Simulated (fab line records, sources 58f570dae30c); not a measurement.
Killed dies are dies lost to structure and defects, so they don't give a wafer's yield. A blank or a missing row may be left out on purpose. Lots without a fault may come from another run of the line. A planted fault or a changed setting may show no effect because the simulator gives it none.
Which tool did it? | flow berkeley_cmos170 | 15 lots, 45 wafers sampled, at 4 steps of a route of 331

WHAT THE GAUGES READ, wafer by wafer
UCB170_GATE_THK_MEAS_05. Usual: GATE_POLY_THK 213.7 nm, standard deviation 1.7.
lot  | measured     | on            | GATE_POLY_THK (nm) | flag
L888 | day 7 08:25  | film_metro-02 | 215.7 215.5 215.4  |
L887 | day 7 08:28  | film_metro-02 | 216.3 218.1 218.0  |
L885 | day 7 08:31  | film_metro-02 | 213.1 214.5 212.7  |
L889 | day 8 00:54  | film_metro-01 | 213.1 213.8 213.6  |
L892 | day 8 23:01  | film_metro-01 | 213.4 212.5 212.8  |
L895 | day 9 05:14  | film_metro-01 | 214.1 215.1 214.7  |
L896 | day 9 05:14  | film_metro-03 | 210.1 212.2 212.2  |
L894 | day 10 14:17 | film_metro-02 | 213.0 211.1 211.7  |
L901 | day 10 20:00 | film_metro-02 | 213.0 213.2 211.6  |
L902 | day 10 20:00 | film_metro-01 | 213.8 213.8 213.7  |
L900 | day 10 20:01 | film_metro-03 | 215.1 214.4 215.6  |
L907 | day 11 21:43 | film_metro-02 | 213.6 212.0 211.5  |
L905 | day 11 21:44 | film_metro-03 | 210.3 210.8 209.3  |
L904 | day 11 21:44 | film_metro-01 | 213.1 213.6 214.0  |
L906 | day 11 21:47 | film_metro-02 | 215.6 212.0 214.1  |

UCB170_V1_CD_MEAS_12: target cd 700 nm. Usual: cd_nm 700.4 nm, standard deviation 1.5.
lot  | measured     | on        | cd_nm (nm)        | flag
L888 | day 8 16:41  | cd_sem-01 | 700.3 700.2 702.0 |
L887 | day 8 16:26  | cd_sem-02 | 700.8 702.4 700.7 |
L885 | day 8 15:10  | cd_sem-01 | 698.7 700.3 698.4 |
L889 | day 9 10:01  | cd_sem-02 | 702.8 703.2 702.9 |
L892 | day 10 08:28 | cd_sem-02 | 700.3 697.6 698.7 |
L901 | day 12 05:25 | cd_sem-02 | 701.6 702.7 702.5 |
L902 | day 12 02:01 | cd_sem-02 | 699.4 697.7 699.1 |
L900 | day 12 06:13 | cd_sem-01 | 698.3 697.8 698.1 |
L907 | day 13 07:22 | cd_sem-02 | 700.3 699.9 700.7 |
L905 | day 13 12:46 | cd_sem-01 | 698.2 699.5 699.0 |
L904 | day 13 07:50 | cd_sem-02 | 698.7 698.0 698.0 |
L906 | day 13 05:49 | cd_sem-02 | 699.6 700.0 699.9 |

WHICH TOOL RAN EACH LOT (tool, then ch and the chambers of the sampled wafers, then the start)
lot  | UCB170_BACKSIDE_STRIP_03             | UCB170_CONTACT_STRIP_19
L888 | plasma_asher-02 ch 0,1, day 8 01:34  | plasma_asher-01 ch 0,1, day 8 10:03
L887 | plasma_asher-03 ch 1, day 8 01:49    | plasma_asher-02 ch 0,1, day 8 09:59
L885 | plasma_asher-02 ch 0,1, day 8 02:30  | plasma_asher-01 ch 0,1, day 8 09:43
L889 | plasma_asher-02 ch 0,1, day 8 21:04  | plasma_asher-02 ch 0,1, day 9 04:01
L892 | plasma_asher-02 ch 0,1, day 9 18:01  | plasma_asher-03 ch 0,1, day 10 01:39
L895 | plasma_asher-02 ch 0,1, day 9 18:15  | plasma_asher-01 ch 0,1, day 10 01:53
L896 | plasma_asher-04 ch 0,1, day 10 01:51 | plasma_asher-02 ch 0,1, day 10 07:13
L894 | plasma_asher-02 ch 0,1, day 11 04:26 | plasma_asher-01 ch 0,1, day 11 09:55
L901 | plasma_asher-02 ch 0,1, day 11 12:59 | plasma_asher-03 ch 0,1, day 11 21:43
L902 | plasma_asher-03 ch 0,1, day 11 12:42 | plasma_asher-02 ch 0,1, day 11 19:41
L900 | plasma_asher-03 ch 0,1, day 11 13:25 | plasma_asher-01 ch 0,1, day 11 22:16
L907 | plasma_asher-03 ch 0,1, day 12 16:10 | plasma_asher-03 ch 0,1, day 13 00:39
L905 | plasma_asher-03 ch 0,1, day 12 16:51 | plasma_asher-01 ch 0,1, day 13 00:46
L904 | plasma_asher-02 ch 0,1, day 12 17:18 | plasma_asher-01 ch 0,1, day 13 00:57
L906 | plasma_asher-02 ch 0,1, day 12 16:37 | plasma_asher-01 ch 0,1, day 13 00:25
- UCB170_BACKSIDE_STRIP_03: strips in O2.
- UCB170_CONTACT_STRIP_19: strips in O2.

WHAT THE TOOLS THEMSELVES READ (means of the sampled wafers that have a number; where no wafer has one, the mark that the record gives instead)
UCB170_BACKSIDE_STRIP_03. Usual: chamber_pressure_mTorr 3500 mTorr, standard deviation 3.3; drypump_motor_current_A 5.7 A, standard deviation 0.49; oes_product_au 0.734 a.u., standard deviation 0.0043; strip_time_to_endpoint_s 22.00 s, standard deviation 0.05.
lot  | tool            | chamber_pressure_mTorr (mTorr) | drypump_motor_current_A (A) | oes_product_au (a.u.) | strip_time_to_endpoint_s (s) | flag
L888 | plasma_asher-02 | 3502                           | 6.1                         | 0.730                 | 22.04                        |
L887 | plasma_asher-03 | 3503                           | 5.6                         | 0.730                 | 21.99                        |
L885 | plasma_asher-02 | 3502                           | 5.7                         | 0.735                 | 22.01                        |
L889 | plasma_asher-02 | 3502                           | 5.6                         | 0.738                 | 22.01                        |
L892 | plasma_asher-02 | 3499                           | 6.1                         | 0.737                 | 21.97                        |
L895 | plasma_asher-02 | 3500                           | 5.6                         | 0.737                 | 22.04                        |
L896 | plasma_asher-04 | 3500                           | 5.5                         | 0.733                 | 21.97                        |
L894 | plasma_asher-02 | 3497                           | 5.7                         | 0.734                 | 22.04                        |
L901 | plasma_asher-02 | 3499                           | 5.6                         | 0.733                 | 21.99                        |
L902 | plasma_asher-03 | 3498                           | 5.5                         | 0.733                 | 22.02                        |
L900 | plasma_asher-03 | 3505                           | 5.5                         | 0.736                 | 21.90                        |
L907 | plasma_asher-03 | 3504                           | 5.5                         | 0.729                 | 22.04                        |
L905 | plasma_asher-03 | 3500                           | 5.5                         | 0.736                 | 22.09                        |
L904 | plasma_asher-02 | 3503                           | 5.7                         | 0.730                 | 21.97                        |
L906 | plasma_asher-02 | 3500                           | 5.7                         | 0.735                 | 22.03                        |

UCB170_CONTACT_STRIP_19. Usual: chamber_pressure_mTorr 3500 mTorr, standard deviation 3.4; drypump_motor_current_A 5.7 A, standard deviation 0.38; oes_product_au 0.726 a.u., standard deviation 0.0048.
lot  | tool            | chamber_pressure_mTorr (mTorr) | drypump_motor_current_A (A) | oes_product_au (a.u.) | flag
L888 | plasma_asher-01 | 3499                           | 5.6                         | 0.729                 |
L887 | plasma_asher-02 | 3498                           | 6.1                         | 0.724                 |
L885 | plasma_asher-01 | 3498                           | 5.6                         | 0.723                 |
L889 | plasma_asher-02 | 3501                           | 5.6                         | 0.725                 |
L892 | plasma_asher-03 | 3499                           | 5.5                         | 0.725                 |
L895 | plasma_asher-01 | -                              | -                           | -                     | OFF
L896 | plasma_asher-02 | -                              | -                           | -                     | OFF
L894 | plasma_asher-01 | -                              | -                           | -                     | OFF
L901 | plasma_asher-03 | 3501                           | 5.5                         | 0.731                 |
L902 | plasma_asher-02 | 3501                           | 6.1                         | 0.724                 |
L900 | plasma_asher-01 | 3499                           | 5.6                         | 0.724                 |
L907 | plasma_asher-03 | 3498                           | 5.5                         | 0.728                 |
L905 | plasma_asher-01 | 3501                           | 5.7                         | 0.728                 |
L904 | plasma_asher-01 | 3500                           | 5.7                         | 0.724                 |
L906 | plasma_asher-01 | 3503                           | 5.7                         | 0.728                 |

THE ANSWER, worked out from the rows above alone
Rule: a lot is off if the mean of its wafers that have a number lies more than 3 standard deviations from the usual mean. A lot without any number at a reading at which 4 lots or more have one is off too. The other lots that the step has rows for count as sound. The gauges are gone through in route order, then the tools' own readings, and for those a lot's mean is taken as printed above. The first step at which some lot is off is used, and at that step the reading that is off furthest; a lot without a number counts as furthest.
Off: L895, L896, L894, at UCB170_CONTACT_STRIP_19 (chamber_pressure_mTorr). Without a number there: L895, L896, L894.
A tool fits if, at that step or a process step before it, it ran every lot that is off, and no sound lot after the first of them. None of those tried fits.

WHAT THE SIMULATOR HAD PUT IN
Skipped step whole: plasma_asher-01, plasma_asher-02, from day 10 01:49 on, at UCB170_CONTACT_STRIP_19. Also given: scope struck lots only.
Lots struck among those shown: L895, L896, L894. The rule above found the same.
